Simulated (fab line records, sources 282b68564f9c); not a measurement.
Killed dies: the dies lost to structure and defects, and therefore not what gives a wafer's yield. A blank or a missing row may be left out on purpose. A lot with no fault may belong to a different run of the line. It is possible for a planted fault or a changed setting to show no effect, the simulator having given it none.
Comparing a struck lot with a sound one :: flow rit cmos :: 44 out of 202 route steps
Sound: the wafers L381.2, L381.4, L381.5. The struck wafers were L380.2, L380.3, L380.6. The cause is named last.
Each step with rows lists, per side, the tool, then ch with its chambers, then its first start. Under that, the readings that differ: sound wafers :: struck wafers :: difference of the means :: sigmas: that difference in standard deviations of wafers without a fault.
alike: same words and numbers on both sides, and readings whose means sit less than 2 such deviations apart. not compared: any withheld reading, any reading some wafer has no value for, any bound like >300 that may hide the same value, and any number with overlapping values for which the record gives no deviation.
Wherever a step has rows on one side only, a row that says differs or no value, or a row with sigmas, the two part there. Numbers that have no deviation but don't overlap get no sigmas and don't part them. Lack of a reading on every wafer of one side parts them only where that side has two or more wafers.

first, 2 steps without rows for these wafers: RIT_NLDD_HARDBAKE_07 (time 60 s); RIT_NLDD_IMPLANT_08.
RIT_NLDD_STRIP_09: strips in O2, time 180 s.
  sound on plasma asher-02 ch 0,1, day 5 03:29; struck on plasma asher-02 ch 0,1, day 5 00:05
  alike: drypump motor current A
  not compared: rf hours counter h
RIT_NLDD_TW_MEAS_10:
  sound on film metro-04 at day 5 03:40; struck on film metro-04 at day 5 00:16
  alike: NLDD_TW
then, 6 steps without rows for these wafers: RIT_PLDD_HMDS_00 (prime time 60 s); RIT_PLDD_COAT_01 (resist thk 1000 nm); RIT_PLDD_SOFTBAKE_02 (time 60 s); RIT_PLDD_EXPOSE_03 (exposes mask M8, target cd 40900 nm); RIT_PLDD_PEB_04; RIT_PLDD_DEVELOP_05 (develop time 50 s).
RIT_PLDD_OVL_MEAS_06:
  sound on overlay-01 at day 5 04:42; struck on overlay-02 at day 5 01:12
  alike: PLDD_OVL
then, 1 step without rows for these wafers: RIT_PLDD_HARDBAKE_07 (time 60 s).
RIT_PLDD_IMPLANT_08:
  sound on implanter-02 ch 0, day 5 04:55; struck on implanter-03 ch 0, day 5 01:24
reading: beam energy keV
sound: 20.000 19.995 20.002
struck: 21.580 21.561 21.575
difference: +1.573
sigmas: +99 or more

reading: model.implant.rp nm (nm)
sound: 17.17 17.17 17.17
struck: 18.26 18.26 18.26
difference: +1.09
sigmas: 

reading: model.implant.drp nm (nm)
sound: 9.752 9.752 9.752
struck: 10.29 10.29 10.29
difference: +0.54
sigmas: 
RIT_PLDD_STRIP_09: strips in O2, time 180 s.
  sound on plasma asher-02 ch 0,1, day 5 05:02; struck on plasma asher-04 ch 0,1, day 5 01:32
  alike: drypump motor current A
  not compared: rf hours counter h
RIT_PLDD_TW_MEAS_10:
  sound on film metro-03 at day 5 05:13; struck on film metro-01 at day 5 01:43
reading: PLDD_TW
sound: 2351 2352 2349
struck: 2449 2445 2442
difference: +95
sigmas: +4
then, 4 steps without rows for these wafers: RIT_SPACER_CLEAN_00 (cleans in SC1, time 600 s); RIT_SPACER_CLEAN_01 (cleans in dHF, time 30 s); RIT_SPACER_CLEAN_02 (cleans in SC2, time 600 s); RIT_SPACER_CVD_03 (deposits Si3N4 from SiH2Cl2/NH3, target thk 250 nm, time 3300 s).
RIT_SPACER_THK_MEAS_04:
  sound on film metro-02 at day 5 07:34; struck on film metro-01 at day 5 04:04
  alike: SPACER_NITRIDE_THK
RIT_SPACER_ETCHBACK_05: etches Si3N4 in SF6/CHF3, stops on SiO2, target depth 250 nm, time 240 s.
  sound on rie diel-02 ch 0,1, day 5 07:37; struck on rie diel-02 ch 1,2,3, day 5 04:07
  alike: drypump motor current A, oes product au, throttle valve pct
  not compared: rf hours counter h
then, 6 steps without rows for these wafers: RIT_NSD_HMDS_00 (prime time 60 s); RIT_NSD_COAT_01 (resist thk 1000 nm); RIT_NSD_SOFTBAKE_02 (time 60 s); RIT_NSD_EXPOSE_03 (exposes mask M9, target cd 40700 nm); RIT_NSD_PEB_04; RIT_NSD_DEVELOP_05 (develop time 50 s).
RIT_NSD_OVL_MEAS_06:
  sound on overlay-02 at day 5 08:37; struck on overlay-02 at day 5 05:07
reading: NSD_OVL (nm)
sound: 1.9 2.9 2.9
struck: -0.2 -0.2 -0.3
difference: -2.8
sigmas: -2
then, 2 steps without rows for these wafers: RIT_NSD_HARDBAKE_07 (time 60 s); RIT_NSD_IMPLANT_08.
RIT_NSD_STRIP_09: strips in O2, time 180 s.
  sound on plasma asher-01 ch 1, day 5 08:57; struck on plasma asher-01 ch 0,1, day 5 05:26
  alike: drypump motor current A
  not compared: rf hours counter h
RIT_NSD_TW_MEAS_10:
  sound on film metro-03 at day 5 09:08; struck on film metro-01 at day 5 05:38
  alike: NSD_TW
then, 6 steps without rows for these wafers: RIT_PSD_HMDS_00 (prime time 60 s); RIT_PSD_COAT_01 (resist thk 1000 nm); RIT_PSD_SOFTBAKE_02 (time 60 s); RIT_PSD_EXPOSE_03 (exposes mask M10, target cd 40900 nm); RIT_PSD_PEB_04; RIT_PSD_DEVELOP_05 (develop time 50 s).
RIT_PSD_OVL_MEAS_06:
  sound on overlay-01 at day 5 10:11; struck on overlay-01 at day 5 06:32
reading: PSD_OVL (nm)
sound: -1.7 -3.4 -2.8
struck: -0.5 1.5 -0.5
difference: +2.8
sigmas: +2
then, 2 steps without rows for these wafers: RIT_PSD_HARDBAKE_07 (time 60 s); RIT_PSD_IMPLANT_08.
RIT_PSD_STRIP_09: strips in O2, time 180 s.
  sound on plasma asher-03 ch 0,1, day 5 10:31; struck on plasma asher-02 ch 0, day 5 06:52
reading: drypump motor current A (A)
sound: 6.08 6.18 6.09
struck: 5.65 5.60 5.66
difference: -0.48
sigmas: -2
  not compared: rf hours counter h
RIT_SDANNEAL_RS_MEAS_06: uses a four-point probe to measure.
  sound on film metro-01 at day 5 11:26; struck on film metro-03 at day 5 07:47
reading: PLDD_RS (ohm/sq)
sound: 178.9 178.3 178.2
struck: 173.6 173.4 173.4
difference: -5.0
sigmas: -10
RIT_M1_PROBE_99:
  sound on prober-02 at day 5 18:32; struck on prober-01 at day 5 15:16
reading: model.etest.pmos turned.r on ohm um
sound: 3376 3344 3337
struck: 3182 3132 3270
difference: -158
sigmas: 

reading: model.etest.pldd.rs ohm sq
sound: 525 510.4 508.6
struck: 434.7 436.3 445.9
difference: -75.7
sigmas: 

reading: model.etest.pldd.line ohm um
sound: 172.2 162.5 162.5
struck: 140.3 140.8 143
difference: -24.4
sigmas: 

reading: model.etest.pmos turned.drive ua um
sound: 191.7 195.7 196.4
struck: 210.2 212.3 202.5
difference: +13.7
sigmas: 
  alike: killed at front end, killed dies, killed open, killed short
  not compared: model.etest.pmos_0p15.r on ohm um, model.etest.pmos_0p15.drive ua um, model.etest.pmos_0p15.off log10 a um, model.etest.pmos_0p15.vt sat v

WHERE THEY PART
First at RIT_PLDD_IMPLANT_08; last, within this record, at RIT_SDANNEAL_RS_MEAS_06. Later steps at which nothing parts them and some readings are alike: RIT_M1_PROBE_99.

WHY: what the simulator had put in
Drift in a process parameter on implanter-03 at RIT_PLDD_IMPLANT_08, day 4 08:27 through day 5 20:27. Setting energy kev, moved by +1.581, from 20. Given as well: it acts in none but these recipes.
